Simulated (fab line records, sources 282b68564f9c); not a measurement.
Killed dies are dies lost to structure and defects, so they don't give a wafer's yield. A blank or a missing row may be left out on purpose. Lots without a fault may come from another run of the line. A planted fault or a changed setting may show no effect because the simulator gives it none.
Split-lot experiment | flow rit_cmos | 5 lots, 23 wafers read, on a route of 202 steps

THE SPLIT
At RIT_ACTIVE_EXPOSE_08 (exposes mask M1, target cd 1400 nm), the setting dose_mj was moved away from the recipe's 225 on 5 of the 23 wafers read, by -7.3% to +5.7%. The other wafers ran this setting at the recipe's value.

FROM THE SPLIT TO THE READING: what the file shows between them, 6 steps
- RIT_ACTIVE_PEB_09
- RIT_ACTIVE_DEVELOP_10: develop time 50 s
- RIT_ACTIVE_CD_MEAS_11: target cd 1400 nm
- RIT_ACTIVE_HARDBAKE_12: time 60 s
- RIT_ACTIVE_ETCH_13: etches Si3N4 in SF6, stops on SiO2, time 210 s, target depth 210 nm
- RIT_ACTIVE_STRIP_14: strips in O2, time 180 s

THE READING
cd_nm, in nm, at RIT_ACTIVE_CD_MEAS_90 (target cd 1400 nm). Fault-free wafers of this fab line usually give 1399.6 nm, standard deviation 2.7 nm.

wafer  | tool, chamber at the split | dose_mj as run | against the recipe | cd_nm, nm | against lot-mates on the recipe
L074.1 | iline_stepper-02, 0        | 225            | recipe             | 1398.4    | -
L074.2 | iline_stepper-02, 0        | 225            | recipe             | 1398.8    | -
L074.3 | iline_stepper-02, 0        | 225            | recipe             | 1398.8    | -
L074.5 | iline_stepper-02, 0        | 225            | recipe             | 1397.2    | -
L074.6 | iline_stepper-02, 0        | 225            | recipe             | 1397.8    | -
L075.2 | iline_stepper-01, 0        | 225            | recipe             | 1397.7    | -
L075.3 | iline_stepper-01, 0        | 225            | recipe             | 1398.0    | -
L075.4 | iline_stepper-01, 0        | 225            | recipe             | 1398.6    | -
L075.5 | iline_stepper-01, 0        | 225            | recipe             | 1396.0    | -
L075.6 | iline_stepper-01, 0        | 225            | recipe             | 1397.3    | -
L076.1 | iline_stepper-02, 0        | 225            | recipe             | 1401.3    | -
L076.2 | iline_stepper-02, 0        | 225            | recipe             | 1400.3    | -
L076.4 | iline_stepper-02, 0        | 225            | recipe             | 1399.7    | -
L076.5 | iline_stepper-02, 0        | 237.8          | +5.7%              | 1383.3    | -17.1
L076.6 | iline_stepper-02, 0        | 237.8          | +5.7%              | 1382.9    | -17.5
L078.1 | iline_stepper-02, 0        | 225            | recipe             | 1401.7    | -
L078.4 | iline_stepper-02, 0        | 225            | recipe             | 1399.7    | -
L078.5 | iline_stepper-02, 0        | 225            | recipe             | 1398.8    | -
L084.1 | iline_stepper-01, 0        | 225            | recipe             | 1396.1    | -
L084.2 | iline_stepper-01, 0        | 225            | recipe             | 1397.9    | -
L084.4 | iline_stepper-01, 0        | 208.5          | -7.3%              | 1419.0    | +22.0
L084.5 | iline_stepper-01, 0        | 208.5          | -7.3%              | 1418.9    | +21.9
L084.6 | iline_stepper-01, 0        | 208.5          | -7.3%              | 1416.8    | +19.8

THE FIT
A straight line over all 23 wafers: cd_nm changes by -2.69 nm for each +1% of dose_mj; r = -0.99; the points scatter about the line by 1.5 nm.
The same after taking each lot's own level away (the mean of its wafers on the recipe; 23 wafers): -2.94 nm for each +1%; r = -1.00; scatter 0.9 nm.
On that fit, the largest move of dose_mj shifts the reading by 22 nm.
The lots' own levels span 1397.00 to 1400.43 nm, that is 1.3 times the standard deviation above.
So the lot-to-lot level changes the slope little: the two slopes agree.
Check: with one of the wafers moved furthest among these (-7.3%) left out of the fit, the line predicts +21.3 nm for it against its lot-mates. It came out at +22 nm against them.

THE WHOLE CHAIN: every reading that the file lists as answering this split, in the file's order
step                  | what it does                                                        | reading                                                       | change (the file's fit)              | r (the file's)
RIT_ACTIVE_CD_MEAS_11 | target cd 1400 nm                                                   | cd_nm                                                         | -2.95 nm for each +1% of the setting | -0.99
RIT_ACTIVE_ETCH_13    | etches Si3N4 in SF6, stops on SiO2, time 210 s, target depth 210 nm | ACTIVE.cd_nm (the simulator's own value, which no gauge read) | -2.95 nm for each +1% of the setting | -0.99
RIT_ACTIVE_CD_MEAS_90 | target cd 1400 nm                                                   | cd_nm                                                         | -2.95 nm for each +1% of the setting | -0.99

THE FILE'S OWN FIT
cd_nm changes by -2.95 nm for each +1% of dose_mj, r = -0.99.
